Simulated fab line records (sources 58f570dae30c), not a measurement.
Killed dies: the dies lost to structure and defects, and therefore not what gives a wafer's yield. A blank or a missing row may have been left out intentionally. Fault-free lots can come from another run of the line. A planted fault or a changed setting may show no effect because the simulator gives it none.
2 desks, one fault    flow berkeley-cmos170    every desk sees just its own numbers, and what lay behind them comes last

FROM THE METROLOGY DESK
Means of the sampled wafers that have a number, per lot and without regard to the tool the lot ran on: this is what the gauges read. Marked OUT: a lot whose mean sits more than 4 standard deviations from the usual mean, which makes it out of limits; the brackets give that distance.
Columns: A = PWELL_TW at UCB170_PWELL_TW_MEAS_17, usual 382.9; B = NSD_TW at UCB170_NSD_TW_MEAS_10, usual 4208
lot   first seen here  A      B
L864  day 3 11:13      379.0  4253
L867  day 4 01:04      377.3  4256
L866  day 4 01:19      384.5  4198
L869  day 4 09:41      384.0  4193
L868  day 4 09:55      385.2  4245
L870  day 4 10:04      385.3  4179
L872  day 5 00:28      383.7  4257
L873  day 5 08:32      383.0  4180
L875  day 5 12:17      381.5  4280
L874  day 5 12:54      381.9  4272
L877  day 5 20:58      384.4  4197
L878  day 6 17:22      385.7  4165
L879  day 7 01:14      377.9  4143
L880  day 7 01:28      385.0  4249
L882  day 7 09:52      384.7  4162
L884  day 8 00:52      380.7  4168
This desk found nothing out of limits on any of the 16 lots.

DESK OF THE TOOL OWNER: litho-track-03
Per lot that ran on this tool, the mean of the sampled wafers carrying a number, from the tool's own readings at UCB170_CONTACT_SOFTBAKE_05 (time 60 s). Marked OUT: a lot whose mean sits more than 4 standard deviations from the usual mean, which makes it out of limits; the brackets give that distance.
Columns: A = run-length-s at UCB170_CONTACT_SOFTBAKE_05, usual 89.24 s
lot   first seen here  A
L864  day 8 10:46      89.15
L866  day 8 22:45      89.25
L870  day 9 14:01      89.28
L868  day 9 16:03      89.15
L875  day 10 13:20     89.21
L878  day 11 21:51     94.69 (+45) OUT
L880  day 12 01:31     94.68 (+45) OUT
L882  day 12 06:19     94.55 (+44) OUT
L884  day 12 17:43     94.50 (+44) OUT
This desk's finding: out of limits on L878, L880, L882, L884; first on L878, day 11 21:51 (run-length-s at UCB170_CONTACT_SOFTBAKE_05). In limits: L864, L866, L870, L868, L875.

ALL TOGETHER
An alarm could have come from the tool owner's desk at day 11 21:51, on L878, L880, L882, L884.
The metrology desk saw nothing out of limits.
The metrology desk holds a record of L878, L880, L882, L884, inside its limits.
All the named lots went through UCB170_CONTACT_SOFTBAKE_05 on litho-track-03.

WHAT THE SIMULATOR HAD PUT IN
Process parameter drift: litho-track-03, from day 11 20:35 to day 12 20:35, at UCB170_CONTACT_SOFTBAKE_05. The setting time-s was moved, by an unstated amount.
Lots struck among those shown: L878, L880, L882, L884.
Hours from the fault's start to each desk's first reading out of limits: the tool owner's desk, 1.
